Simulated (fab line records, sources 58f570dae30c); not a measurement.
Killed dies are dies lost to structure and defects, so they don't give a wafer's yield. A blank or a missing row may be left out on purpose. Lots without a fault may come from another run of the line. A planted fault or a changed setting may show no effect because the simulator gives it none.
The tool behind it: which one?    flow berkeley-cmos170    7 lots, 21 wafers sampled, at 3 steps of a route of 331

== WHAT THE GAUGES SHOWED, per wafer ==
UCB170_PWELL_THK_MEAS_03.
lot   measured     on             PWELL_OXIDE_THK (nm)
L353  day 3 02:30  film-metro-03  25.1 25.3 25.6
L361  day 4 23:36  film-metro-04  37.9 37.9 37.6
L364  day 5 15:22  film-metro-03  25.0 25.1 24.8
L367  day 6 07:03  film-metro-01  24.9 24.9 24.4
L369  day 6 11:09  film-metro-04  24.3 24.5 24.5
L372  day 7 03:27  film-metro-03  24.7 25.0 25.5
L374  day 7 10:08  film-metro-04  24.1 24.2 24.2

== TOOL THAT RAN EACH LOT (tool first, then ch and the chambers of the sampled wafers, then the start) ==
lot   UCB170_NWELL_ETCH_13               UCB170_PWELL_OXIDATION_02
L353  rie-diel-03 ch 0,3, day 2 16:52    furnace-04 ch 0, day 3 01:08
L361  rie-diel-02 ch 1,2, day 4 12:25    furnace-04 ch 0, day 4 19:59 and furnace-03 ch 0, day 4 22:15
L364  rie-diel-02 ch 1,3, day 5 06:23    furnace-04 ch 0, day 5 14:01
L367  rie-diel-02 ch 0,3, day 5 20:04    furnace-01 ch 0, day 6 05:42
L369  rie-diel-03 ch 0,3, day 6 01:22    furnace-01 ch 0, day 6 09:48
L372  rie-diel-02 ch 0,1,3, day 6 16:54  furnace-04 ch 0, day 7 02:05
L374  rie-diel-02 ch 0,2,3, day 7 01:37  furnace-04 ch 0, day 7 08:47
- UCB170_NWELL_ETCH_13: etches Si3N4 in CH3F/Ar/O2, stops on SiO2, target depth 246.4 nm, time 154 s.
- UCB170_PWELL_OXIDATION_02: target thk 26.4 nm, ox time 1260 s.

== THE ANSWER, worked out from the rows above alone ==
Rule: usual is defined by the lots themselves. The widest of any qualifying gaps counts: lots, ordered by their means at a reading, are off when they make up no more than a third of the lots, leave a main group of 4 or more, and stand apart from it by 3 or more times the standard deviation of that group's means. A main group is skipped when, at the precision printed for the reading in the tables above, its means are all equal. Also off: a lot with no number at a reading for which 4 or more lots have one. All remaining lots with rows at the step are treated as sound.
Off: L361, seen at UCB170_PWELL_THK_MEAS_03 (PWELL_OXIDE_THK). Main group: mean 24.8 nm, sd 0.39.
If a tool, at a process step before that reading, ran all the lots that are off and no sound lot after the first of them, it fits. Gauges at UCB170_PWELL_THK_MEAS_03: tried the same way as those tools. One fits: UCB170_PWELL_OXIDATION_02 on furnace-03. It ran no sound lot before its first lot that is off in this sample, so the start can't be narrowed down.

== WHAT THE SIMULATOR HAD INSERTED ==
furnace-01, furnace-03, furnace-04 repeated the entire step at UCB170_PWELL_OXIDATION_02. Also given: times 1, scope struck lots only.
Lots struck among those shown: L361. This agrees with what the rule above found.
